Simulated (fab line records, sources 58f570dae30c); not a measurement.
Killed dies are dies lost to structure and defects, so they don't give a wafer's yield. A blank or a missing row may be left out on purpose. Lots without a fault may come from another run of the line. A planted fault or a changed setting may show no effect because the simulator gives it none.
A struck lot beside a sound one | flow berkeley_cmos170 | 14 steps out of a route of 331
Sound: wafers L361.2, L361.5, L361.6. Struck: wafers L370.1, L370.2, L370.3. The cause comes at the end.
At each step with rows: each side's tool, then ch and its chambers, then its first start. Under that, the readings that differ: sound wafers | struck wafers | difference of the means | sigmas: that difference in standard deviations of wafers without a fault.
alike: readings whose means differ by less than 2 such deviations, and words and numbers that are the same on both sides. not compared: withheld readings, readings that some wafer has no value for, bounds like >300 that may hide the same value, and numbers for which the record gives no deviation and whose values overlap.
The two part at a step that has a row with sigmas, a row that says differs or no value, or rows on one side only. Numbers that don't overlap but have no deviation are shown without sigmas and don't part them. A reading that every wafer of one side lacks parts them only if that side has two wafers or more.

UCB170_M1_CD_MEAS_90: target cd 700 nm.
  sound on cd_sem-01, day 8 23:28; struck on cd_sem-02, day 11 09:02
  alike: cd_nm
then, 1 step without rows for these wafers: UCB170_M1_ANNEAL_14 (time 1200 s).
UCB170_V1_CVD_00: deposits SiO2 from TEOS/O2, target thk 2000 nm, time 250 s.
  sound on pecvd-02 ch 0,2, day 9 01:40; struck on pecvd-02 ch 0,1,2, day 11 10:29
  alike: heater_power_w
UCB170_V1_THK_MEAS_01:
  sound on film_metro-01, day 9 01:50; struck on film_metro-04, day 11 10:38
  alike: V1_TEOS_THK
UCB170_V1_CMP_02: polishes SiO2.
  sound on cmp-02 ch 0,3, day 9 01:53; struck on cmp-02 ch 1,2,3, day 11 10:45
  alike: motor_current_A
UCB170_V1_BOW_MEAS_03:
  sound on film_metro-04, day 9 02:12; struck on film_metro-04, day 11 11:00
  alike: V1_BOW
UCB170_V1_THK_MEAS_04:
  sound on film_metro-04, day 9 02:19; struck on film_metro-04, day 11 11:07
  alike: V1_POLISHED_THK
then, 5 steps without rows for these wafers: UCB170_V1_CLEAN_05 (cleans in DIW); UCB170_V1_HMDS_06 (prime time 60 s); UCB170_V1_COAT_07 (resist thk 900 nm); UCB170_V1_SOFTBAKE_08 (time 60 s); UCB170_V1_EXPOSE_09 (exposes mask VIA1, target cd 700 nm).
UCB170_V1_PEB_10:
  sound on litho_track-03 ch 0, day 9 04:44; struck on litho_track-04, day 11 14:29
  no value came back on the struck wafers for chill_plate_temp_C (C), exhaust_pa (Pa), resist_line_temp_C (C); on the sound wafers chill_plate_temp_C (C) reads 22.91 22.91 23.08
then, 1 step without rows for these wafers: UCB170_V1_DEVELOP_11 (develop time 45 s).

WHERE THEY PART
Only at UCB170_V1_PEB_10, within this record.

WHY: what the simulator had put in
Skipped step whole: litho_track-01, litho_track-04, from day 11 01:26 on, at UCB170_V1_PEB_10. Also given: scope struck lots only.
